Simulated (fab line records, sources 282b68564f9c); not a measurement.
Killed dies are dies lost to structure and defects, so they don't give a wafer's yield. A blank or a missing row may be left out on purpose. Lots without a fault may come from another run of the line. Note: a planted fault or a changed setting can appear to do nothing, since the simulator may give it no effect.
Which tool did it? | flow rit-cmos | Sampling: 6 lots, 18 wafers, 2 of 202 route steps

WHAT THE GAUGES READ, wafer by wafer
RIT_M1_CD_MEAS_90: target cd 2600 nm.
lot  | measured    | on        | cd-nm (nm)
L547 | day 3 11:16 | cd-sem-02 | 2599 2597 2596
L550 | day 4 04:01 | cd-sem-01 | 2604 2604 2603
L553 | day 4 18:51 | cd-sem-01 | 2604 2604 2590
L560 | day 6 06:01 | cd-sem-02 | 2601 2603 2603
L563 | day 6 21:26 | cd-sem-02 | 2603 2603 2604
L567 | day 7 15:56 | cd-sem-01 | 2597 2603 2596

WHICH TOOL RAN EACH LOT (tool, then ch and the chambers of the sampled wafers, then the start)
lot  | RIT_M1_METAL_ETCH_12
L547 | rie-metal-02 ch 0,1, day 3 10:44
L550 | rie-metal-02 ch 1, day 4 03:30
L553 | rie-metal-02 ch 0,1, day 4 18:17
L560 | rie-metal-01 ch 0, day 6 05:24
L563 | rie-metal-01 ch 0, day 6 20:46
L567 | rie-metal-03 ch 0,1, day 7 15:26
- RIT_M1_METAL_ETCH_12: etches Al in Cl2/BCl3, stops on SiO2, time 165 s, target depth 600 nm.

THE ANSWER, worked out from the rows above alone
Rule: the usual values come from the lots themselves. The widest of any qualifying gaps counts: lots, ordered by their means at a reading, are off when they make up no more than a third of the lots, leave a main group of 4 or more, and stand apart from it by 3 or more times the standard deviation of that group's means. A main group whose means are all the same, to the digits that the tables above print for the reading, isn't used. Also off: a lot with no number at a reading for which 4 or more lots have one. The other lots that the step has rows for count as sound.
Across all readings shown, no lot is off: no conclusion can be drawn from this.

WHAT HAD BEEN PUT IN BY THE SIMULATOR
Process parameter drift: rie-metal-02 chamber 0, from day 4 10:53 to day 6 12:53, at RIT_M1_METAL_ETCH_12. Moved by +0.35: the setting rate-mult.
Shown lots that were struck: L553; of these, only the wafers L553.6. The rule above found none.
